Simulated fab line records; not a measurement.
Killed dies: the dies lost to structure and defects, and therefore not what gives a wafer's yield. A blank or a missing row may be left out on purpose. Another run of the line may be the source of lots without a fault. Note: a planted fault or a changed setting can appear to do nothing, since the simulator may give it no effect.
Struck lot and sound lot, side by side    flow berkeley cmos170    18 out of 331 route steps
Sound: wafers L589.1, L589.3, L589.6. The struck wafers were L601.1, L601.2, L601.5. The cause is named last.
Each step with rows lists, per side, the tool, then ch with its chambers, then its first start. Under that, the readings that differ: sound wafers    struck wafers    difference of the means    sigmas: that difference in standard deviations of wafers without a fault.
alike: a reading whose means differ by less than 2 such deviations, as well as words and numbers matching on both sides. not compared: withheld readings; readings where some wafer has no value; bounds like >300 that might hide an equal value; numbers whose values overlap and for which the record gives no deviation.
The two part at a step that has a row with sigmas, a row that says differs or no value, or rows on one side only. Numbers that don't overlap but have no deviation are shown without sigmas and don't part them. A reading that every wafer of one side lacks parts them only if that side has two wafers or more.

first, 2 steps without rows for these wafers: UCB170_SACOX_CLEAN_00 (cleans in dHF, time 7.5 s); UCB170_SACOX_OXIDATION_01 (target thk 14.4 nm, ox time 2400 s).
UCB170_SACOX_THK_MEAS_02:
  sound: film metro-04 at day 6 09:14; struck: film metro-02 at day 8 20:46
  alike: SACOX_OXIDE_THK
then, 2 steps without rows for these wafers: UCB170_SCREENOX_WET_ETCH_00 (etches SiO2 in dHF, time 200 s); UCB170_SCREENOX_OXIDATION_01 (target thk 14.4 nm, ox time 2400 s).
UCB170_SCREENOX_THK_MEAS_02:
  sound: film metro-02 at day 6 13:31; struck: film metro-03 at day 8 23:47
  alike: SCREENOX_OXIDE_THK
then, 6 steps without rows for these wafers: UCB170_SCREENOX_ANNEAL_03 (time 900 s); UCB170_NVT_HMDS_00 (prime time 60 s); UCB170_NVT_COAT_01 (resist thk 900 nm); UCB170_NVT_SOFTBAKE_02 (time 60 s); UCB170_NVT_EXPOSE_03 (exposes mask PWELL, target cd 3000 nm); UCB170_NVT_PEB_04.
UCB170_NVT_DEVELOP_05: develop time 45 s.
  sound on litho track-01 ch 0, day 6 17:00; struck on litho track-04 ch 0, day 9 03:00
UCB170_NVT_OVL_MEAS_06:
  sound: overlay-02 at day 6 18:00; struck: overlay-01 at day 9 03:28
reading       sound      struck   difference  sigmas
NVT_OVL (nm)  -7 -7 -15  10 13 4  +19         +3
after that, 1 step had no rows for these wafers: UCB170_NVT_IMPLANT_07.
UCB170_NVT_STRIP_08: strips in O2.
  sound on plasma asher-02 ch 1, day 6 18:11; struck on plasma asher-02 ch 0,1, day 9 03:38
  alike: drypump motor current A, o2 flow sccm, oes product au, strip time to endpoint s
  not compared: rf hours counter h
UCB170_NVT_TW_MEAS_09:
  sound: film metro-03 at day 6 18:17; struck: film metro-01 at day 9 03:58
reading  sound              struck          difference  sigmas
NVT_TW   529.4 527.2 525.6  30.0 30.0 30.0  -497.4      -99 or more
  not compared: hold
after that, 1 step had no rows for these wafers: UCB170_M3_PROBE_99.

## WHERE THEY PART
First at UCB170_NVT_OVL_MEAS_06; last, within this record, at UCB170_NVT_TW_MEAS_09.

WHY: whatever the simulator had introduced
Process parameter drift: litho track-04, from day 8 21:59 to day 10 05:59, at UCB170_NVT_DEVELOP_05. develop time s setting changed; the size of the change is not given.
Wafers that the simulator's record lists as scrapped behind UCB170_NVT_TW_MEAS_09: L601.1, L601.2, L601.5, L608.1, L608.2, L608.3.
